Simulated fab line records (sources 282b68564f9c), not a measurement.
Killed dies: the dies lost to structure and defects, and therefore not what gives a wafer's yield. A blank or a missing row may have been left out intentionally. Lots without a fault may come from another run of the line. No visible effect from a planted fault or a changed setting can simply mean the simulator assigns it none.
Split-lot study | flow rit_cmos | 23 wafers read from 5 lots, route of 202 steps

## ON THE SPLIT
At RIT_NWELL_SOFTBAKE_02 (time 60 s), the setting temp_c was moved away from the recipe's 90 C on 7 of the 23 wafers read, by -1.3% to +4.0%. This setting was run at the recipe's value on the other wafers.

The split's own step is where the reading is taken.

## THE READING
NOVOLAK_of_NWELL_COAT_01.thk_nm (the simulator's own value, which no gauge read), in nm, at RIT_NWELL_SOFTBAKE_02 (time 60 s). The file gives no usual value for it. The 16 wafers here that ran the recipe average 1291 nm, standard deviation 2.8 nm.

wafer  | tool, chamber at the split | temp_c as run, C | against the recipe | NOVOLAK_of_NWELL_COAT_01.thk_nm, nm | against lot-mates on the recipe
L075.2 | litho_track-01, 0          | 90               | recipe             | 1294                                | -
L075.5 | litho_track-01, 0          | 90               | recipe             | 1294                                | -
L075.3 | litho_track-01, 0          | 90               | recipe             | 1295                                | -
L075.4 | litho_track-01, 0          | 90               | recipe             | 1295                                | -
L075.6 | litho_track-01, 0          | 90               | recipe             | 1296                                | -
L078.1 | litho_track-03, 0          | 90               | recipe             | 1292                                | -
L078.2 | litho_track-03, 0          | 90               | recipe             | 1289                                | -
L078.3 | litho_track-03, 0          | 93.57            | +4.0%              | 1280                                | -10
L078.6 | litho_track-03, 0          | 93.57            | +4.0%              | 1280                                | -10
L078.5 | litho_track-03, 0          | 93.57            | +4.0%              | 1278                                | -12
L079.1 | litho_track-02, 0          | 90               | recipe             | 1287                                | -
L079.3 | litho_track-02, 0          | 90               | recipe             | 1287                                | -
L079.2 | litho_track-02, 0          | 90               | recipe             | 1288                                | -
L079.4 | litho_track-02, 0          | 88.83            | -1.3%              | 1292                                | +5
L079.6 | litho_track-02, 0          | 88.83            | -1.3%              | 1292                                | +5
L082.1 | litho_track-01, 0          | 90               | recipe             | 1289                                | -
L082.2 | litho_track-01, 0          | 90               | recipe             | 1292                                | -
L082.3 | litho_track-01, 0          | 90               | recipe             | 1291                                | -
L084.1 | litho_track-03, 0          | 90               | recipe             | 1290                                | -
L084.3 | litho_track-03, 0          | 90               | recipe             | 1290                                | -
L084.2 | litho_track-03, 0          | 91.92            | +2.1%              | 1289                                | -2
L084.4 | litho_track-03, 0          | 90               | recipe             | 1292                                | -
L084.6 | litho_track-03, 0          | 91.92            | +2.1%              | 1284                                | -7

FIT RESULTS
A straight line over all 23 wafers: NOVOLAK_of_NWELL_COAT_01.thk_nm changes by -2.69 nm for each +1% of temp_c; r = -0.83; the points scatter about the line by 2.8 nm.
The same after taking each lot's own level away (the mean of its wafers on the recipe; 23 wafers): -2.78 nm for each +1%; r = -0.96; scatter 1.3 nm.
That fit puts the effect of the largest move of temp_c on the reading at 11 nm.
The span of the lots' own levels, 1287.3 to 1294.8 nm, comes to 2.6 times the standard deviation stated above.
The two slopes are in agreement: the lot-to-lot level therefore moves the slope only a little.
Check: for one of the wafers moved furthest among these (+4.0%), held out of the fit, the line's prediction against its lot-mates is -10.9 nm. Against them it came out at -10.5 nm.

## FURTHER SPLITS ON THESE WAFERS
Note: prior to the reading, these wafers also went through further splits. Each is held against what the fit with the lots' levels taken away leaves over:
other split on the same wafers    | wafers away from the commonest value | r with NOVOLAK_of_NWELL_COAT_01.thk_nm (lot level and that fit taken away)
RIT_ACTIVE_CVD_03 pressure_mtorr  | 15                                   | -0.15
RIT_ACTIVE_ETCH_13 over_etch_frac | 8                                    | -0.10
RIT_FOX2_OXIDATION_00 ox_time_s   | 10                                   | +0.05

## FILE'S OWN FIT
NOVOLAK_of_NWELL_COAT_01.thk_nm changes by -2.71 nm for each +1% of temp_c, r = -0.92.
